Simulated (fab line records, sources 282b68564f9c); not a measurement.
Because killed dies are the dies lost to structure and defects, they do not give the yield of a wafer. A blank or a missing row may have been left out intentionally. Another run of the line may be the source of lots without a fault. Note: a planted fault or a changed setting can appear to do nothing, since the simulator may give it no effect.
Struck lot and sound lot, side by side -- flow ritCmos -- 32 steps out of a route of 202
Sound: wafers L254.1, L254.2, L254.6. Struck: wafers L266.1, L266.5, L266.6. The cause is given at the end.
Per side, at each step with rows, come the tool, then ch with its chambers, and then its first start. Under that, the readings that differ: sound wafers -- struck wafers -- difference of the means -- sigmas: that difference in standard deviations of wafers without a fault.
alike: words and numbers the same on both sides, and readings whose means are apart by under 2 such deviations; not compared: readings that were withheld, readings missing a value for some wafer, numbers with overlapping values and no deviation given by the record, and bounds like >300 which may hide the same value.
A row with sigmas, a row that says differs or no value, or rows on one side alone: a step with any of these is where the two part. Numbers that have no deviation but don't overlap get no sigmas and don't part them. Lack of a reading on every wafer of one side parts them only where that side has two or more wafers.

first, 5 steps without rows for these wafers: RIT_CONTACT_COAT_03 (resist thk 1000 nm); RIT_CONTACT_SOFTBAKE_04 (time 60 s); RIT_CONTACT_EXPOSE_05 (exposes mask M11, target cd 1000 nm); RIT_CONTACT_PEB_06; RIT_CONTACT_DEVELOP_07 (develop time 120 s).
RIT_CONTACT_CD_MEAS_08: target cd 1000 nm.
  struck on cdSem-01, day 6 11:53; sound on cdSem-02, day 4 00:41
  alike: cdNm
RIT_CONTACT_OVL_MEAS_09:
  struck on overlay-01, day 6 12:00; sound on overlay-02, day 4 00:49
  alike: CONTACT_OVL
then, 1 step without rows for these wafers: RIT_CONTACT_HARDBAKE_10 (time 60 s).
RIT_CONTACT_ETCH_11: etches SiO2 in CHF3/CF4/Ar, stops on TiSi2, target depth 480 nm, time 320 s.
  sound on rieDiel-02 ch 1,3, day 4 01:00; struck on rieDiel-01 ch 2,3, day 6 12:11
  alike: cf4FlowSccm, drypumpMotorCurrentA, oesProductAu, rfFwdPowerW, throttleValvePct
  not compared: rfHoursCounterH
RIT_CONTACT_STRIP_12: strips in O2, time 180 s.
  sound on plasmaAsher-04 ch 0,1, day 4 01:11; struck on plasmaAsher-03 ch 0,1, day 6 12:23
  alike: drypumpMotorCurrentA
  not compared: rfHoursCounterH
RIT_CONTACT_CD_MEAS_90: target cd 1000 nm.
  struck on cdSem-02, day 6 12:33; sound on cdSem-01, day 4 01:22
  alike: cdNm
then, 1 step without rows for these wafers: RIT_CONTACT_CLEAN_13 (cleans in SC1, time 600 s).
RIT_CONTACT_CLEAN_14: cleans in SC2, time 600 s.
  sound on wetBench-03 ch 1, day 4 01:40; struck on wetBench-02 ch 3, day 6 12:51
RIT_M1_SPUTTER_00: material Al, target thk 400 nm, time 500 s.
  struck on pvdSputter-04, day 6 13:04; sound on pvdSputter-04, day 4 01:50
  alike: cathodeDcPowerW, throttleValvePct
RIT_M1_RS_MEAS_01: a four-point-probe measurement.
  struck on filmMetro-02, day 6 13:21; sound on filmMetro-03, day 4 02:08
  alike: M1_AL_RS
RIT_M1_THK_MEAS_02: measures by xrf.
  struck on filmMetro-02, day 6 13:28; sound on filmMetro-03, day 4 02:15
  alike: M1_AL_THK
then, 6 steps without rows for these wafers: RIT_M1_HMDS_03 (prime time 60 s); RIT_M1_COAT_04 (resist thk 1300 nm); RIT_M1_SOFTBAKE_05 (time 60 s); RIT_M1_EXPOSE_06 (exposes mask M12, target cd 2600 nm); RIT_M1_PEB_07; RIT_M1_DEVELOP_08 (develop time 68.88 s).
RIT_M1_CD_MEAS_09: target cd 2600 nm.
  struck on cdSem-01, day 6 14:32; sound on cdSem-02, day 4 03:19
  alike: cdNm
RIT_M1_OVL_MEAS_10:
  struck on overlay-01, day 6 14:40; sound on overlay-01, day 4 03:26
reading,sound,struck,difference,sigmas
M1_OVL (nm),-3.4 -2.9 -4.4,0.0 -0.5 -0.8,+3.1,+2
then, 1 step without rows for these wafers: RIT_M1_HARDBAKE_11 (time 120 s).
RIT_M1_METAL_ETCH_12: etches Al in Cl2/BCl3, stops on SiO2, time 165 s, target depth 600 nm.
  sound on rieMetal-03 ch 0,1, day 4 03:43; struck on rieMetal-03 ch 0,1, day 6 14:56
  alike: drypumpMotorCurrentA, mfcCl2Sccm, oesProductAu, rfFwdPowerW, throttleValvePct
  not compared: rfHoursCounterH
then, 1 step without rows for these wafers: RIT_M1_STRIP_13 (strips in nmp, time 600 s).
RIT_M1_STRIP_14: strips in O2, time 180 s.
  sound on plasmaAsher-02 ch 0,1, day 4 04:04; struck on plasmaAsher-01 ch 0,1, day 6 15:17
  alike: drypumpMotorCurrentA
  not compared: rfHoursCounterH
RIT_M1_CD_MEAS_90: target cd 2600 nm.
  struck on cdSem-02, day 6 15:27; sound on cdSem-01, day 4 04:14
  alike: cdNm
then, 1 step without rows for these wafers: RIT_M1_ANNEAL_15 (time 1828 s).
RIT_M1_BOW_MEAS_16:
  struck on filmMetro-01, day 6 17:17; sound on filmMetro-01, day 4 06:22
  alike: M1_BOW
RIT_M1_PROBE_99:
  struck on prober-02, day 6 17:24; sound on prober-02, day 4 06:29
reading,sound,struck,difference,sigmas
killedAtContacts,0 0 0,21 23 22,+22,+99 or more
killedDies,7 7 9,27 28 25,+19,+6
killedOnRim,4 1 2,10 10 9,+7,+5
  alike: killedAtFrontEnd, killedOpen, killedShort

== WHERE THEY PART ==
Earliest at RIT_M1_OVL_MEAS_10; latest, in this record, at RIT_M1_PROBE_99.

WHY: whatever the simulator had introduced
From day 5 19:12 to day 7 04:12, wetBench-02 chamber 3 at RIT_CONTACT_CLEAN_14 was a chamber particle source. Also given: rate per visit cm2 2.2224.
